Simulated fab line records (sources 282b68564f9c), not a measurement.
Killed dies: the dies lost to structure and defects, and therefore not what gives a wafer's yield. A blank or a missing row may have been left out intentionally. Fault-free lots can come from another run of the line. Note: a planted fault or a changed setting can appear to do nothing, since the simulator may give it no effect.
fab line records	flow ritCmos
[record] lots = 5	wafers = 15	lastDay = 7
route steps=202 shown ACTIVE@6 FOX1@20 FOX2@23 NWELL@28 PWELL@39 M1@202
lots untouched by any fault: they come from a run of this same line in which no faults occurred
startH: hours from the record's opening day to when the first of the lot's shown wafers began	waitH: time in hours since the lot's previous step	" as in the row above	L1.1+2: one row covering several wafers at once	- no value present, or no start provided	* or withheld: withheld	< > ~ a bound
route shown NAME@n: names a module that has steps shown in the file, with the first one's number in the route	usual: mean/standard deviation taken from wafers without a fault	same: alike in all rows	chamber/n: place in a boat	sites: the reading at each site	_std_site: standard deviation of those values	_edge_site: the outer-site mean with the inner-site mean subtracted	radiusMm: how far each site lies from the wafer's centre	mask NAME#n: copy n	behind: the tool/chamber that last shaped the wafer	hold: why the lot was held/for how many hours/how that ended	device: whichever transistor did not switch (one of n, p or np)	end of line: tests run on the same wafers once the route is complete	step lacking rows: just its recipe	killed: the dies lost at the first sort to structure and to defects; this is not the yield of the wafer	map: per-die view of a wafer (x killed, . not killed, _ where there is no die)
set.NAME: the setting as run; set.NAME@STEP: as run at that earlier step	model.NAME: the simulator's own value behind a step, which no gauge read
lots at selected steps of the route; one table per step, one row per wafer
services: from which hour (startH, from the record's first day; less than 0 if before it) a tool's chamber was out of use, for how many hours, and why
[[steps]]
[step RIT_ACTIVE_HMDS_05]
[recipe] primeTimeS = 60	primeTempC = 140
[step RIT_ACTIVE_COAT_06]
[recipe] resist = NOVOLAK	spinRpm = 3250	resistThkNm = 1007
[step RIT_ACTIVE_SOFTBAKE_07]
[recipe] resist = NOVOLAK	tempC = 90	timeS = 60
[step RIT_ACTIVE_EXPOSE_08]
[recipe] maskId = M1	na = 0.6	sourceShape = conventional	sigmaOuter = 0.6	targetCdNm = 1400	doseMj = 225
[step RIT_ACTIVE_PEB_09]
[recipe] resist = NOVOLAK	tempC = withheld	timeS = withheld
[step RIT_ACTIVE_DEVELOP_10]
[recipe] resist = NOVOLAK	developTimeS = 50	devTempC = 23
[step RIT_ACTIVE_CD_MEAS_11]
[recipe] targetCdNm = 1400
[usual] cdNm = 1399.7/2.4
lot.wafer	tool	chamber	startH	waitH	cdNm
L518.2	cdSem-01	-	37.29	-	1401.9
L518.3	"	-	"	"	1401.4
L518.6	"	-	"	"	1401.5
L519.1	cdSem-01	-	39.71	-	1402.0
L519.2	"	-	"	"	1402.6
L519.4	"	-	"	"	1401.7
L526.1	cdSem-02	-	74.44	-	1396.4
L526.2	"	-	"	"	1398.0
L526.3	"	-	"	"	1394.1
L534.4	cdSem-01	-	114.76	-	1397.5
L534.5	"	-	"	"	1399.1
L534.6	"	-	"	"	1397.3
L536.3	cdSem-02	-	125.35	-	1402.2
L536.4	"	-	"	"	1400.9
L536.5	"	-	"	"	1400.0
[step RIT_ACTIVE_HARDBAKE_12]
[recipe] resist = NOVOLAK	tempC = 140	timeS = 60
[step RIT_ACTIVE_ETCH_13]
[recipe] stopOn = SiO2	chemistry = SF6	target = Si3N4	timeS = 210	overEtchFrac = 0.4	SF6_flow_sccm = 200	pressureMtorr = 260	rfW = 125	targetDepthA = 2100
[usual] chamberPressureMTorr = 260.00/0.24	drypumpMotorCurrentA = 5.7/0.56	oesProductAu = 0.825/0.011	throttleValvePct = 7.53/0.12
lot.wafer	tool	chamber	startH	waitH	chamberPressureMTorr	drypumpMotorCurrentA	oesProductAu	rfHoursCounterH	throttleValvePct
L518.2	rieDiel-01	0	37.54	0.1	260.01	5.2	0.839	78	7.38
L518.3	"	1	"	"	259.92	5.2	0.819	99	7.52
L518.6	"	2	"	"	259.79	5.7	0.829	-	7.67
L519.1	rieDiel-03	2	39.98	0.1	259.75	6.3	0.822	53	7.43
L519.2	"	0	"	"	260.07	5.3	0.829	11	7.64
L519.4	"	1	"	"	259.98	6.5	0.796	33	7.49
L526.1	rieDiel-03	3	74.71	0.1	259.76	5.0	0.830	24	7.68
L526.2	"	1	"	"	259.84	6.4	0.805	34	7.49
L526.3	"	2	"	"	260.07	6.3	0.821	54	7.42
L534.4	rieDiel-03	1	114.97	0.1	259.99	6.5	0.798	34	7.51
L534.5	"	1	"	"	259.59	6.4	0.798	-	7.49
L534.6	"	0	"	"	259.99	5.3	0.830	-	7.61
L536.3	rieDiel-03	0	125.58	0.1	260.19	5.3	0.838	12	7.63
L536.4	"	3	"	"	260.22	5.0	0.824	25	7.68
L536.5	"	2	"	"	260.20	6.3	0.838	-	7.43
[step RIT_ACTIVE_STRIP_14]
[recipe] chemistry = O2	timeS = 180	resist = NOVOLAK	platenTempC = withheld	powerW = 500	pressureMtorr = 4000	o2FlowSccm = 4000
[usual] chamberPressureMTorr = 4000/3.7	drypumpMotorCurrentA = 5.9/0.32
lot.wafer	tool	chamber	startH	waitH	chamberPressureMTorr	drypumpMotorCurrentA	rfHoursCounterH
L518.2	plasmaAsher-03	0	37.68	0.1	4006	6.2	36
L518.3	"	1	"	"	3997	6.1	-
L518.6	"	1	"	"	3998	6.1	-
L519.1	plasmaAsher-03	0	40.11	0.1	4004	6.2	37
L519.2	"	1	"	"	4002	6.1	37
L519.4	"	1	"	"	4006	6.1	-
L526.1	plasmaAsher-01	1	74.84	0.1	3998	5.7	44
L526.2	"	0	"	"	3996	5.7	44
L526.3	"	0	"	"	3993	5.7	-
L534.4	plasmaAsher-03	1	115.16	0.1	4002	6.1	-
L534.5	"	1	"	"	4009	6.1	-
L534.6	"	0	"	"	4005	6.1	-
L536.3	plasmaAsher-03	1	125.77	0.1	4004	6.1	-
L536.4	"	0	"	"	4001	6.2	-
L536.5	"	1	"	"	3997	6.1	-
[step RIT_ACTIVE_CD_MEAS_90]
[recipe] targetCdNm = 1400
[usual] cdNm = 1399.6/2.4
lot.wafer	tool	chamber	startH	waitH	cdNm
L518.2	cdSem-01	-	37.87	0.1	1402.1
L518.3	"	-	"	"	1401.6
L518.6	"	-	"	"	1401.6
L519.1	cdSem-02	-	40.29	0.1	1402.3
L519.2	"	-	"	"	1402.5
L519.4	"	-	"	"	1401.4
L526.1	cdSem-02	-	75.02	0.1	1396.8
L526.2	"	-	"	"	1397.6
L526.3	"	-	"	"	1394.1
L534.4	cdSem-02	-	115.34	0.1	1397.2
L534.5	"	-	"	"	1399.0
L534.6	"	-	"	"	1397.8
L536.3	cdSem-02	-	125.93	0.1	1402.2
L536.4	"	-	"	"	1400.8
L536.5	"	-	"	"	1400.1
[step RIT_ACTIVE_CLEAN_15]
[recipe] chemistry = SC1	mix = 3:3:50	timeS = 600	tempC = 75
[step RIT_ACTIVE_CLEAN_16]
[recipe] chemistry = dHF	dilution = 50:1	timeS = 30
lot.wafer	tool	chamber	startH	waitH
L518.2+3+6	wetBench-02	3	38.18	0.0
L519.1+2+4	wetBench-03	2	40.58	0.0
L526.1+2+3	wetBench-03	1	75.31	0.0
L534.4+5+6	wetBench-04	0	115.57	0.0
L536.3+4+5	wetBench-02	2	126.18	0.0
[step RIT_ACTIVE_CLEAN_17]
[recipe] chemistry = SC2	mix = 3:3:50	timeS = 600	tempC = 75	dry = n2Spin
[step RIT_FOX1_OXIDATION_00]
[recipe] tempC = 1100	ambient = H2O	targetThkA = 3507	pH2oTorr = 720	oxTimeS = 1086
[step RIT_FOX1_THK_MEAS_01]
[recipe] reads = SiO2_of_FOX1_OXIDATION_00
[usual] FOX1_OXIDE_THK = 343/7.2
lot.wafer	tool	chamber	startH	waitH	FOX1_OXIDE_THK[nm]
L518.2	filmMetro-03	-	39.92	0.0	349
L518.3	"	-	"	"	343
L518.6	"	-	"	"	339
L519.1	filmMetro-02	-	44.11	0.0	348
L519.2	"	-	"	"	349
L519.4	"	-	"	"	345
L526.1	filmMetro-03	-	80.94	0.0	372
L526.2	"	-	"	"	361
L526.3	"	-	"	"	367
L534.4	filmMetro-01	-	119.60	0.0	334
L534.5	"	-	"	"	342
L534.6	"	-	"	"	340
L536.3	filmMetro-02	-	128.44	0.0	339
L536.4	"	-	"	"	340
L536.5	"	-	"	"	338
[step RIT_FOX1_WET_ETCH_02]
[recipe] chemistry = BOE	targetDepthNm = 350	timeS = 390	tempC = 21.5	dry = n2Spin	dilution = 10:1	target = SiO2
[step RIT_FOX2_OXIDATION_00]
[recipe] tempC = 1100	ambient = H2O	targetThkA = 3507	pH2oTorr = 720	oxTimeS = 1130
[step RIT_FOX2_THK_MEAS_01]
[recipe] reads = SiO2_of_FOX2_OXIDATION_00
[usual] FOX2_OXIDE_THK = 349/7.3
lot.wafer	tool	chamber	startH	waitH	FOX2_OXIDE_THK[nm]
L518.2	filmMetro-03	-	41.99	0.0	357
L518.3	"	-	"	"	359
L518.6	"	-	"	"	359
L519.1	filmMetro-04	-	45.61	0.0	344
L519.2	"	-	"	"	344
L519.4	"	-	"	"	343
L526.1	filmMetro-02	-	85.87	0.0	340
L526.2	"	-	"	"	345
L526.3	"	-	"	"	341
L534.4	filmMetro-03	-	121.75	0.0	347
L534.5	"	-	"	"	352
L534.6	"	-	"	"	344
L536.3	filmMetro-03	-	129.94	0.0	350
L536.4	"	-	"	"	352
L536.5	"	-	"	"	352
[step RIT_FOX2_CLEAN_02]
[recipe] chemistry = dHF	dilution = 50:1	timeS = 180
[step RIT_FOX2_WET_ETCH_03]
[recipe] chemistry = H3PO4	target = Si3N4	targetDepthNm = 195	tempC = 165	timeS = 2700
[step RIT_FOX2_THK_MEAS_90]
[recipe] reads = SiO2_of_FOX2_OXIDATION_00
[usual] FIELD_OXIDE_LEFT_1_THK = 321/7.3
lot.wafer	tool	chamber	startH	waitH	FIELD_OXIDE_LEFT_1_THK[nm]
L518.2	filmMetro-03	-	42.87	0.0	329
L518.3	"	-	"	"	331
L518.6	"	-	"	"	332
L519.1	filmMetro-03	-	46.48	0.0	317
L519.2	"	-	"	"	317
L519.4	"	-	"	"	316
L526.1	filmMetro-04	-	86.75	0.0	312
L526.2	"	-	"	"	318
L526.3	"	-	"	"	313
L534.4	filmMetro-02	-	122.63	0.0	320
L534.5	"	-	"	"	325
L534.6	"	-	"	"	316
L536.3	filmMetro-02	-	130.89	0.0	323
L536.4	"	-	"	"	325
L536.5	"	-	"	"	324
[step RIT_NWELL_HMDS_00]
[recipe] primeTimeS = 60	primeTempC = 140
[step RIT_NWELL_COAT_01]
[recipe] resist = NOVOLAK	spinRpm = 2000	resistThkNm = 1300
[step RIT_NWELL_SOFTBAKE_02]
[recipe] resist = NOVOLAK	tempC = 90	timeS = 60
[step RIT_NWELL_EXPOSE_03]
[recipe] maskId = M2	na = 0.57	targetCdNm = 43900	doseMj = 250
[step RIT_NWELL_PEB_04]
[recipe] resist = NOVOLAK	tempC = withheld	timeS = withheld
[step RIT_NWELL_DEVELOP_05]
[recipe] resist = NOVOLAK	developTimeS = 71.32	devTempC = 23
[step RIT_NWELL_OVL_MEAS_06]
[usual] NWELL_OVL = 0.1/1.3
lot.wafer	tool	chamber	startH	waitH	NWELL_OVL[nm]
L518.2	overlay-02	-	43.93	-	-1.7
L518.3	"	-	"	"	-2.8
L518.6	"	-	"	"	-2.3
L519.1	overlay-01	-	47.55	-	4.2
L519.2	"	-	"	"	0.0
L519.4	"	-	"	"	0.5
L526.1	overlay-01	-	87.81	-	-0.4
L526.2	"	-	"	"	1.4
L526.3	"	-	"	"	0.0
L534.4	overlay-01	-	123.56	-	-0.9
L534.5	"	-	"	"	1.0
L534.6	"	-	"	"	-1.8
L536.3	overlay-02	-	131.92	-	-1.4
L536.4	"	-	"	"	-0.3
L536.5	"	-	"	"	-0.5
[step RIT_NWELL_HARDBAKE_07]
[recipe] resist = NOVOLAK	tempC = 140	timeS = 120
[step RIT_NWELL_IMPLANT_08]
[recipe] species = P	energyKev = 170	doseCm2 = 5e+13	tiltDeg = 7
[step RIT_NWELL_STRIP_09]
[recipe] chemistry = O2	timeS = 180	resist = NOVOLAK	platenTempC = withheld	powerW = 500	pressureMtorr = 4000	o2FlowSccm = 4000
[usual] chamberPressureMTorr = 4000/3.8	drypumpMotorCurrentA = 5.83/0.21
lot.wafer	tool	chamber	startH	waitH	chamberPressureMTorr	drypumpMotorCurrentA	rfHoursCounterH
L518.2	plasmaAsher-03	0	44.36	0.1	3998	6.17	37
L518.3	"	0	"	"	4002	6.16	-
L518.6	"	0	"	"	3999	6.15	-
L519.1	plasmaAsher-02	0	47.98	0.1	3995	5.62	28
L519.2	"	1	"	"	4003	5.65	28
L519.4	"	0	"	"	4002	5.64	-
L526.1	plasmaAsher-01	1	88.25	0.1	3999	5.75	45
L526.2	"	0	"	"	4000	5.66	45
L526.3	"	0	"	"	4005	5.66	-
L534.4	plasmaAsher-01	1	124.03	0.1	4004	5.78	-
L534.5	"	1	"	"	3996	5.72	-
L534.6	"	0	"	"	4006	5.63	-
L536.3	plasmaAsher-03	1	132.40	0.1	3997	6.08	-
L536.4	"	0	"	"	3999	6.18	-
L536.5	"	0	"	"	3990	6.16	-
[step RIT_NWELL_TW_MEAS_10]
[usual] NWELL_TW = 2150/35
lot.wafer	tool	chamber	startH	waitH	NWELL_TW
L518.2	filmMetro-01	-	44.55	0.1	2183
L518.3	"	-	"	"	2180
L518.6	"	-	"	"	2191
L519.1	filmMetro-04	-	48.16	0.1	2147
L519.2	"	-	"	"	2144
L519.4	"	-	"	"	2125
L526.1	filmMetro-02	-	88.42	0.1	2113
L526.2	"	-	"	"	2112
L526.3	"	-	"	"	2121
L534.4	filmMetro-01	-	124.18	0.1	2205
L534.5	"	-	"	"	2193
L534.6	"	-	"	"	2206
L536.3	filmMetro-04	-	132.54	0.1	2131
L536.4	"	-	"	"	2139
L536.5	"	-	"	"	2129
[step RIT_PWELL_HMDS_00]
[recipe] primeTimeS = 60	primeTempC = 140
[step RIT_PWELL_COAT_01]
[recipe] resist = NOVOLAK	spinRpm = 2000	resistThkNm = 1300
[step RIT_PWELL_SOFTBAKE_02]
[recipe] resist = NOVOLAK	tempC = 90	timeS = 60
[step RIT_PWELL_EXPOSE_03]
[recipe] maskId = M3	na = 0.57	targetCdNm = 43700	doseMj = 250
[step RIT_PWELL_PEB_04]
[recipe] resist = NOVOLAK	tempC = withheld	timeS = withheld
[step RIT_PWELL_DEVELOP_05]
[recipe] resist = NOVOLAK	developTimeS = 68	devTempC = 23
[step RIT_PWELL_OVL_MEAS_06]
[usual] PWELL_OVL = -0.1/1.3
lot.wafer	tool	chamber	startH	waitH	PWELL_OVL[nm]
L518.2	overlay-01	-	45.82	-	1.2
L518.3	"	-	"	"	1.5
L518.6	"	-	"	"	2.6
L519.1	overlay-02	-	49.10	-	-1.1
L519.2	"	-	"	"	-0.8
L519.4	"	-	"	"	-0.8
L526.1	overlay-02	-	89.65	-	-0.9
L526.2	"	-	"	"	-1.9
L526.3	"	-	"	"	-1.4
L534.4	overlay-02	-	125.22	-	1.5
L534.5	"	-	"	"	-0.3
L534.6	"	-	"	"	-0.7
L536.3	overlay-02	-	133.47	-	-0.4
L536.4	"	-	"	"	-0.3
L536.5	"	-	"	"	0.4
[step RIT_PWELL_HARDBAKE_07]
[recipe] resist = NOVOLAK	tempC = 140	timeS = 120
[step RIT_PWELL_IMPLANT_08]
[recipe] species = B	energyKev = 170	doseCm2 = 7e+13	tiltDeg = 7
[step RIT_M1_PROBE_99]
[usual] killedAtFrontEnd = 7/3.4	killedDies = 7/3.4	killedOpen = 3.7/2.2	killedShort = 3.6/2.2
[same] grossDies = 264	killed_at_M0_to_M3 = 0	killed_at_M4_up = 0	killedAtBackSide = 0	killedAtContacts = 0	killedAtOther = 0
lot.wafer	tool	chamber	startH	waitH	killedAtFrontEnd	killedDies	killedOpen	killedShort
L518.2	prober-02	-	81.78	0.1	11	11	4	7
L518.3	prober-02	-	81.83	0.2	12	12	4	8
L518.6	prober-02	-	81.98	0.2	4	4	0	4
L519.1	prober-01	-	87.17	0.1	4	4	4	0
L519.2	prober-01	-	87.22	0.1	6	6	4	2
L519.4	prober-01	-	87.32	0.2	1	1	1	0
L526.1	prober-02	-	131.71	0.1	52	52	4	4
L526.2	prober-02	-	131.76	0.1	46	46	3	3
L526.3	prober-02	-	131.81	0.2	49	49	4	2
L534.4	prober-02	-	161.07	0.2	6	6	0	6
L534.5	prober-02	-	161.12	0.2	7	7	2	5
L534.6	prober-02	-	161.17	0.2	5	5	3	2
L536.3	prober-02	-	171.66	0.2	4	4	3	1
L536.4	prober-02	-	171.71	0.2	6	6	4	2
L536.5	prober-02	-	171.76	0.2	3	3	1	2
// killed by level:class
L518.2 SPACER:geometricParticle:short=3 GATE:geometricParticle:short=2 REOX:geometricParticle:open=2 GATE:geometricParticle:open=1 REOX:geometricParticle:short=1 SILICIDE:geometricParticle:short=1 SILICIDE:geometricParticle:open=1
L518.3 GATE:geometricParticle:short=5 REOX:geometricParticle:open=3 SPACER:geometricParticle:short=2 FOX1:geometricParticle:short=1 SPACER:geometricParticle:open=1
L518.6 SPACER:geometricParticle:short=2 SILICIDE:geometricParticle:short=2
L519.1 GATE:geometricParticle:open=2 FOX1:geometricParticle:open=1 REOX:geometricParticle:open=1
L519.2 FOX1:geometricParticle:open=1 FOX1:geometricParticle:short=1 SILICIDE:geometricParticle:open=1 FOX2:geometricParticle:open=1 GATE:geometricParticle:open=1 GATE:geometricParticle:short=1
L519.4 FOX1:geometricParticle:open=1
L526.1 ACTIVE:unspecified=44 FOX1:geometricParticle:short=1 FOX1:geometricParticle:open=1 FOX2:geometricParticle:open=1 GATE:geometricParticle:short=1 REOX:geometricParticle:open=1 SPACER:geometricParticle:short=1 SPACER:geometricParticle:open=1
L526.2 ACTIVE:unspecified=40 SPACER:geometricParticle:open=2 ACTIVE:geometricParticle:short=1 GATE:geometricParticle:short=1 GATE:geometricParticle:open=1 SPACER:geometricParticle:short=1
L526.3 ACTIVE:unspecified=43 FOX1:geometricParticle:open=2 FOX2:geometricParticle:open=1 REOX:geometricParticle:open=1 SPACER:geometricParticle:short=1 SILICIDE:geometricParticle:short=1
L534.4 REOX:geometricParticle:short=2 FOX1:geometricParticle:short=1 FOX2:geometricParticle:short=1 GATE:geometricParticle:short=1 SPACER:geometricParticle:short=1
L534.5 FOX1:geometricParticle:short=2 FOX1:geometricParticle:open=1 FOX2:geometricParticle:short=1 GATE:geometricParticle:short=1 REOX:geometricParticle:open=1 SILICIDE:geometricParticle:short=1
L534.6 SPACER:geometricParticle:open=2 FOX2:geometricParticle:short=1 REOX:geometricParticle:open=1 SPACER:geometricParticle:short=1
L536.3 SILICIDE:geometricParticle:open=2 GATE:geometricParticle:open=1 GATE:geometricParticle:short=1
L536.4 GATE:geometricParticle:open=2 SPACER:geometricParticle:open=2 FOX1:geometricParticle:short=1 SILICIDE:geometricParticle:short=1
L536.5 FOX2:geometricParticle:short=1 GATE:geometricParticle:open=1 GATE:geometricParticle:short=1
// map L526.1 (x killed, . not)
________......._______
_____....x........____
____...............___
___..........x......__
__.........xx.x......_
__........xxxxxxx...._
_.....x....xxxxxxxx...
_.....x...xxxxxxxx..x.
_.........xxxxxxxxx...
_..........xxxxx.x....
__.........xxxx......_
__..................._
___............x....__
____...............___
_____.....x.......____
________......._______
// map L519.2 (x killed, . not)
________......._______
_____x........x...____
____...............___
___.................__
__.x................._
__..................._
_.....................
_..............x......
_.....................
_...............x.....
__..................._
__................x.._
___.................__
____...............___
_____.............____
________......._______
[[services]]
tool	chamber	startH	hours	kind
plasmaAsher-03	-	23.76	2.9	repair
wetBench-03	-	25.44	4.4	pm
rieDiel-01	3	46.11	3.0	repair
wetBench-02	-	75.03	3.9	repair
rieDiel-03	1	82.20	9.4	repair
plasmaAsher-02	-	104.47	14.6	pm
[[key]]
[firstSign] step = RIT_M1_PROBE_99	reading = killedAtFrontEnd	direction = up	sigmas = 12	usual = 7	struck = 49
[effect] step = RIT_M1_PROBE_99	reading = killedDies	direction = up	sigmas = 12	usual = 7	struck = 49
metAt RIT_ACTIVE_CLEAN_16
struckWafers L526.1,L526.2,L526.3
testerLeftOut L526
alsoFits RIT_ACTIVE_STRIP_14:plasmaAsher-01
[fault] kind = chamberParticleSource	tool = wetBench-03	chamber = 1	onsetH = 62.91	steps = RIT_ACTIVE_CLEAN_16	ratePerVisitCm2 = 1.7669	endH = 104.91
// testerLeftOut: of these lots the tester's yield and bins aren't shown, on N5 and GAA mostly nor the transistor test; their killed dies are dies lost to structure and defects alone, not to doping, threshold or leakage, so they don't give the yield
